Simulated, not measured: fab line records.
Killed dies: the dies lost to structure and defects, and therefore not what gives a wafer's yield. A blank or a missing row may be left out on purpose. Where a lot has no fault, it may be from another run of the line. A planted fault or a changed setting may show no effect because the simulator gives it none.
8D (eight disciplines) problem report, filled in by code -- flow berkeley cmos170 -- the parts of the form that need people (team, actions taken, sign-off) are left out

## 1. WHAT WENT WRONG
oes product au at UCB170_M3_ETCH_17 reads a mean of 0.691 a.u. on 6 wafers of 2 lots; wafers without a fault read 1.002 a.u. with a standard deviation of 0.019. That puts it -16 standard deviations away from the usual mean.
The step: etches BARC in N2/H2.
Earliest sighting: wafer L243.2 on rie diel-03 at day 11 07:55. At this step, 18 wafers from 6 lots have a number in the record. The rule behind "out" and "out of limits": a value lying over 4 standard deviations away from the usual mean. Any other wafer with a number is counted as sound.

## 2. WHAT IT IS, WHAT IT ISN'T
question,is,is not
which readings at this step,oes product au,"drypump motor current A, rf fwd power W"
which lots,"L243, L246","L237, L241, L249, L250"
which wafers of those lots,all that have a number,-
read on which tools,rie diel-03,rie diel-04
when,from day 11 07:55,"up to then (6 sound wafers); but 6 sound wafers of L249, L250 came after"

## 3. THE SUSPECTS, EACH WITH WHAT RULES IT OUT
Counting: any tool at a process step up to the reading is kept as a suspect provided that every lot that is out went through it and no sound lot did after the first of them.
- plasma asher-04 at UCB170_M3_STRIP_07 (strips in O2): kept. Every lot that is out went through it, starting with L243 (day 11 06:37), and after that it ran no sound lot; the last sound lot it ran before then is L241 (day 10 15:26).
- rie diel-03 at UCB170_M3_ETCH_17 (etches BARC in N2/H2): kept. Every lot that is out went through it, starting with L243 (day 11 07:55), and after that it ran no sound lot; the last sound lot it ran before then is L241 (day 10 17:04). Out on those wafers are its own readings of oes product au.
Remaining after the count are plasma asher-04 at UCB170_M3_STRIP_07 and rie diel-03 at UCB170_M3_ETCH_17.

## 4. THE CAUSE (what the simulator had put in)
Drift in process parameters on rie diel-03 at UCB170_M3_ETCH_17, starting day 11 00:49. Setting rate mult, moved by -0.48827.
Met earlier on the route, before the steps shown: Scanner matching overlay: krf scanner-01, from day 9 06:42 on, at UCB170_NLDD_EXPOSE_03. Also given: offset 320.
Counting leaves 2 suspects; this tool is one of them.

## 5. THE CHAIN OF EFFECTS, in route order
Rows list readings where the struck wafers' mean (over those with a number) sits beyond 3 standard deviations from the usual. Scope: only readings with a usual standard deviation given in the record; hours: median across lots of the time from each lot's start at the first step in this table that gives one to its start at this step; sigmas: change in usual standard deviations.
hours,step,reading,usual,on struck wafers,change,sigmas
0,UCB170_M3_ETCH_17,oes product au,1.002 a.u.,0.691,-0.311,-16
The process steps in it:
- UCB170_M3_ETCH_17: etches BARC in N2/H2.

## 6. WHAT WOULD HAVE CAUGHT IT SOONER
In this record the first reading out of limits was taken at day 11 07:55, 7 hours after the fault began at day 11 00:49.
